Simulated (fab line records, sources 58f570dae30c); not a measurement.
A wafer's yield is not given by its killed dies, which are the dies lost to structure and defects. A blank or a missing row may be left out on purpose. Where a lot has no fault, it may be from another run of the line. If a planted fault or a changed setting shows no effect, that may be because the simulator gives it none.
Problem report in the 8D (eight disciplines) form, filled by code ; flow berkeley cmos170 ; the parts of the form that need people (team, actions taken, sign-off) are left out

1. THE PROBLEM
Wafers without a fault read 596.4 W, standard deviation 1.8; rf fwd power W at UCB170_M1_METAL_ETCH_12 reads a mean of 525.2 W on 6 wafers belonging to 2 lots. That is -40 standard deviations from the usual mean.
The step: etches Al in Cl2/BCl3, stops on PSG, target depth 780 nm, time 130 s.
First seen on wafer L133.1, day 10 12:44, on rie metal-01. Wafers with a number at this step in the record: 18, from 6 lots. The rule behind "out" and "out of limits": a value lying over 4 standard deviations away from the usual mean. Any other wafer with a number is counted as sound.

2. WHAT IT IS, AND WHAT IT ISN'T
question;is;is not
which readings at this step;rf fwd power W;drypump motor current A, oes product au, throttle valve pct
which lots;L133, L135;L119, L129, L140, L141
which wafers of those lots;all that have a number;-
read on which tools;rie metal-01;rie metal-02, rie metal-04
when;from day 10 12:44;"up to then (6 sound wafers); but 6 sound wafers of L140, L141 came after"

3. THE SUSPECTS, EACH WITH WHAT RULES IT OUT
Counting: a tool stays on the suspect list if, at a process step up to the reading, it processed all lots that are out and no sound lot following the first of them.
- pvd sputter-02 at UCB170_M1_SPUTTER_00 (material Al, target thk 600 nm, time 80 s): ruled out as a lasting fault. Following L133 (day 10 11:02), the first lot on it that is out, the sound lots L140, L141 were run on it.
- rie diel-03 at UCB170_M1_ETCH_11 (etches BARC in N2/H2): kept. It ran every lot that is out, first L133 (day 10 12:41), and no sound lot after that.
- rie metal-01 at UCB170_M1_METAL_ETCH_12 (etches Al in Cl2/BCl3, stops on PSG, target depth 780 nm, time 130 s): kept. Every lot that is out went through it, starting with L133 (day 10 12:44), and after that it ran no sound lot; the last sound lot it ran before then is L129 (day 9 12:04). On those wafers its own readings are out: rf fwd power W.
Remaining after the count are rie diel-03 at UCB170_M1_ETCH_11 and rie metal-01 at UCB170_M1_METAL_ETCH_12.

4. THE CAUSE (what the simulator had put in)
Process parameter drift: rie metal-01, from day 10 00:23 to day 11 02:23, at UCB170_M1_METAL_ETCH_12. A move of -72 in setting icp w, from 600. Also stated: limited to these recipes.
Of the 2 suspects that counting leaves, this tool is one.

5. SEQUENCE OF EFFECTS, ordered by route
Each row: a reading whose mean over the struck wafers that have a number lies more than 3 standard deviations from the usual. Readings are gone through only where the record gives a usual standard deviation; hours: the median, over the lots, of the time from a lot's start at the first step in this table giving one to that lot's start at this step; sigmas: the change measured in usual standard deviations.
hours;step;reading;usual;on struck wafers;change;sigmas
0;UCB170_M1_METAL_ETCH_12;rf fwd power W;596.4 W;525.2;-71.2;-40
Its process steps:
- UCB170_M1_METAL_ETCH_12: etches Al in Cl2/BCl3, stops on PSG, target depth 780 nm, time 130 s.

6. HOW IT WOULD HAVE BEEN CAUGHT EARLIER
In this record no reading fell out of limits until day 10 12:44, 12 hours after the fault had begun at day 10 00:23.
